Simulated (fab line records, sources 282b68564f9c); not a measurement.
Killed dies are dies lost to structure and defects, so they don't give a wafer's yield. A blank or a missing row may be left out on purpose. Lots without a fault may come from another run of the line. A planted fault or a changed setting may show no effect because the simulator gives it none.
Which tool did it? | flow rit_cmos | 14 lots, 42 wafers sampled, at 2 steps of a route of 202

WHAT THE GAUGES READ, wafer by wafer
The record holds no reading of a measuring or inspecting step that can be judged against a usual standard deviation.

WHICH TOOL RAN EACH LOT (tool, then ch and the chambers of the sampled wafers, then the start)
lot  | RIT_GATE_DEVELOP_15              | RIT_M1_PROBE_99
L392 | litho_track-04 ch 0, day 2 22:00 | -
L393 | litho_track-02 ch 0, day 2 23:00 | -
L394 | litho_track-04 ch 0, day 3 09:00 | -
L395 | litho_track-02 ch 0, day 3 13:00 | prober-01, day 4 12:37
L397 | litho_track-01 ch 0, day 3 21:00 | -
L399 | litho_track-01 ch 0, day 4 05:00 | -
L401 | litho_track-02 ch 0, day 4 18:00 | -
L403 | litho_track-02 ch 0, day 5 04:00 | prober-02, day 6 02:09
L404 | litho_track-04 ch 0, day 5 09:00 | -
L406 | litho_track-02 ch 0, day 5 21:00 | prober-02, day 6 19:38
L407 | litho_track-01 ch 0, day 5 21:00 | -
L409 | litho_track-01 ch 0, day 6 09:00 | -
L413 | litho_track-04 ch 0, day 6 23:00 | prober-02, day 7 21:37
L415 | litho_track-01 ch 0, day 7 13:00 | -
- RIT_GATE_DEVELOP_15: develop time 50 s.
- RIT_M1_PROBE_99

WHAT THE TOOLS THEMSELVES READ (means of the sampled wafers that have a number; where no wafer has one, the mark that the record gives instead)
RIT_M1_PROBE_99.
lot  | tool      | killed_at_M0_to_M3 | killed_at_front_end | killed_dies | killed_on_rim | killed_open | killed_short
L395 | prober-01 | 0.0                | 6.0                 | 6.0         | 1.0           | 3.7         | 2.3
L403 | prober-02 | 0.0                | 164.0               | 164.0       | 65.3          | 4.7         | 3.7
L406 | prober-02 | 0.0                | 90.7                | 90.7        | 47.3          | 4.3         | 3.3
L413 | prober-02 | 0.3                | 5.7                 | 6.0         | 1.3           | 2.7         | 3.3

THE ANSWER, worked out from the rows above alone
Rule: what is usual is taken from the lots themselves. Put in order of their means at a reading, lots are off if they are a third of the lots or fewer, leave a main group of 4 or more, and stand apart from it by a gap of 3 or more times the standard deviation of the main group's means; of several such gaps the widest counts. A main group whose means are all the same, to the digits that the tables above print for the reading, isn't used. A lot without any number at a reading at which 4 lots or more have one is off too. The other lots that the step has rows for count as sound. The gauges are gone through in route order, then the tools' own readings, and for those a lot's mean is taken as printed above. The first step at which some lot is off is used, and at that step the reading that is off furthest; a lot without a number counts as furthest.
No lot is off at any reading shown: from this, nothing can be told.

WHAT THE SIMULATOR HAD PUT IN
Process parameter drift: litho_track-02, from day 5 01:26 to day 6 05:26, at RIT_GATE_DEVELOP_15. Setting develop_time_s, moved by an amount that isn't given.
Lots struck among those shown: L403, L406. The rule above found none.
